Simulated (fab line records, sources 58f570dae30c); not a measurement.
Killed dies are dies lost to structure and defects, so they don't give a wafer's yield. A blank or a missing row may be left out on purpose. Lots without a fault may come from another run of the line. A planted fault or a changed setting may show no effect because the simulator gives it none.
Chamber matching | flow berkeley_cmos170 | UCB170_V2_CMP_02 on cmp-02: 4 sister chambers
The step polishes SiO2. 8 wafers are shown with their chamber, then 8 later ones without.

WAFERS WITH THEIR CHAMBER
wafer  | chamber | motor_current_A (A) | head_pressure_psi (psi)
L708.5 | 2       | 16.8                | 6.003
L714.1 | 2       | 16.6                | 6.009
L714.2 | 1       | 15.3                | 6.025
L714.6 | 0       | 15.5                | 6.000
L721.1 | 3       | 18.9                | 6.013
L721.2 | 1       | 15.6                | 5.994
L721.4 | 0       | 15.8                | 6.005
L722.2 | 3       | 18.0                | 5.992

WAFERS WITHOUT THEIR CHAMBER
wafer  | motor_current_A (A) | head_pressure_psi (psi)
L722.3 | 14.9                | 6.020
L722.5 | 16.3                | 6.003
L725.1 | 17.0                | 6.005
L725.4 | 15.7                | 5.982
L725.6 | 16.2                | 5.969
L724.1 | 15.2                | 6.010
L724.4 | 15.5                | 5.986
L724.5 | 14.8                | 5.998

WHICH CHAMBER EACH WENT THROUGH
wafer  | from the rows above          | in truth
L722.3 | can't be placed: 1 or 0      | 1
L722.5 | can't be placed: 2 or 0 or 1 | 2
L725.1 | 2                            | 2
L725.4 | can't be placed: 0 or 1 or 2 | 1
L725.6 | can't be placed: 0 or 2 or 1 | 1
L724.1 | can't be placed: 1 or 0      | 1
L724.4 | can't be placed: 0 or 1      | 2
L724.5 | can't be placed: 1 or 0      | 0
Placed correctly: 1 of 8. Can't be placed from these rows: 7 (the true chamber is among the candidates in 6). Placed wrongly: 0.
How it was worked out, from the rows above alone: a wafer's distance from a chamber is the root of the sum, over the readings, of the square of ((its reading less the chamber's mean) divided by the reading's scatter). The wafer belongs to the nearest chamber; if the next one is less than 2 further off, it can't be placed. A chamber's mean is the mean of its shown wafers. The scatter: the root of (the sum of the squares of (reading less its chamber's mean) over the shown wafers, divided by (wafers less chambers)).
